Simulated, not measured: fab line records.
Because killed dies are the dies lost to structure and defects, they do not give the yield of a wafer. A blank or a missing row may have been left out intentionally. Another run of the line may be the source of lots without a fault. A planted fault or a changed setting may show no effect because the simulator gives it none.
Which tool was responsible? -- flow rit-cmos -- 11 lots, 33 wafers sampled, at 3 steps of a route of 202

== WHAT EACH GAUGE READ, for each wafer ==
RIT_GATE_THK_MEAS_07.
lot,measured,on,GATE_OXIDE_THK (nm)
L309,day 2 13:51,film-metro-01,2.87 2.86 2.82
L310,day 2 16:38,film-metro-02,2.98 3.00 2.97
L311,day 3 01:29,film-metro-01,2.88 2.93 2.89
L312,day 3 08:05,film-metro-01,2.97 3.01 2.94
L323,day 5 08:51,film-metro-01,3.65 3.56 3.62
L324,day 5 13:57,film-metro-01,3.69 3.65 3.66
L325,day 5 19:04,film-metro-03,3.03 2.95 2.92
L327,day 6 04:41,film-metro-01,2.91 2.94 2.97
L329,day 6 14:05,film-metro-02,3.09 3.10 3.05
L330,day 6 21:24,film-metro-03,3.05 2.99 3.00
L331,day 7 01:38,film-metro-02,3.03 3.00 2.93

== WHICH TOOL RAN EACH LOT (tool, then ch and the chambers of the sampled wafers, then the start) ==
lot,RIT_PRETRO_STRIP_09,RIT_GATE_OXIDATION_05
L309,"plasma-asher-04 ch 0,1, day 2 07:37","furnace-03 ch 0, day 2 11:47"
L310,"plasma-asher-04 ch 0,1, day 2 13:41","furnace-03 ch 0, day 2 14:47"
L311,"plasma-asher-03 ch 0,1, day 2 22:53","furnace-03 ch 0, day 3 00:10"
L312,"plasma-asher-04 ch 0,1, day 3 05:17","furnace-02 ch 0, day 3 06:37"
L323,"plasma-asher-03 ch 0,1, day 5 06:22","furnace-01 ch 0, day 5 07:31"
L324,"plasma-asher-01 ch 1, day 5 11:54","furnace-01 ch 0, day 5 12:37"
L325,"plasma-asher-03 ch 0,1, day 5 16:44","furnace-02 ch 0, day 5 17:44"
L327,"plasma-asher-04 ch 1, day 6 01:18","furnace-02 ch 0, day 6 02:03"
L329,"plasma-asher-01 ch 0,1, day 6 11:01","furnace-03 ch 0, day 6 11:45"
L330,"plasma-asher-01 ch 0,1, day 6 17:15","furnace-02 ch 0, day 6 18:33"
L331,"plasma-asher-01 ch 0,1, day 6 21:01","furnace-03 ch 0, day 6 22:59"
- RIT_PRETRO_STRIP_09: strips in O2, time 180 s.
- RIT_GATE_OXIDATION_05: target thk 3 nm, ox time 270 s.

== THE ANSWER, worked out from the rows above alone ==
Rule: the usual values come from the lots themselves. Put in order of their means at a reading, lots are off if they are a third of the lots or fewer, leave a main group of 4 or more, and stand apart from it by a gap of 3 or more times the standard deviation of the main group's means; of several such gaps the widest counts. The tables above print the reading to a certain number of digits; a main group whose means all agree to those digits is not used. A lot without any number at a reading at which 4 lots or more have one is off too. The other lots that the step has rows for count as sound.
Off: L323, L324, at RIT_GATE_THK_MEAS_07 (GATE_OXIDE_THK). Mean 2.97 nm and standard deviation 0.062 in the main group.
A tool fits if, at a process step before that reading, it ran every lot that is off, and no sound lot after the first of them. Gauges at RIT_GATE_THK_MEAS_07: tried the same way as those tools. One fits: RIT_GATE_OXIDATION_05 on furnace-01. It ran no sound lot before its first lot that is off in this sample, so the start can't be narrowed down.

== WHAT HAD BEEN PUT IN BY THE SIMULATOR ==
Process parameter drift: furnace-01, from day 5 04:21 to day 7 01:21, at RIT_GATE_OXIDATION_05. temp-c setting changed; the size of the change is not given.
Lots struck among those shown: L323, L324. The rule above found the same.
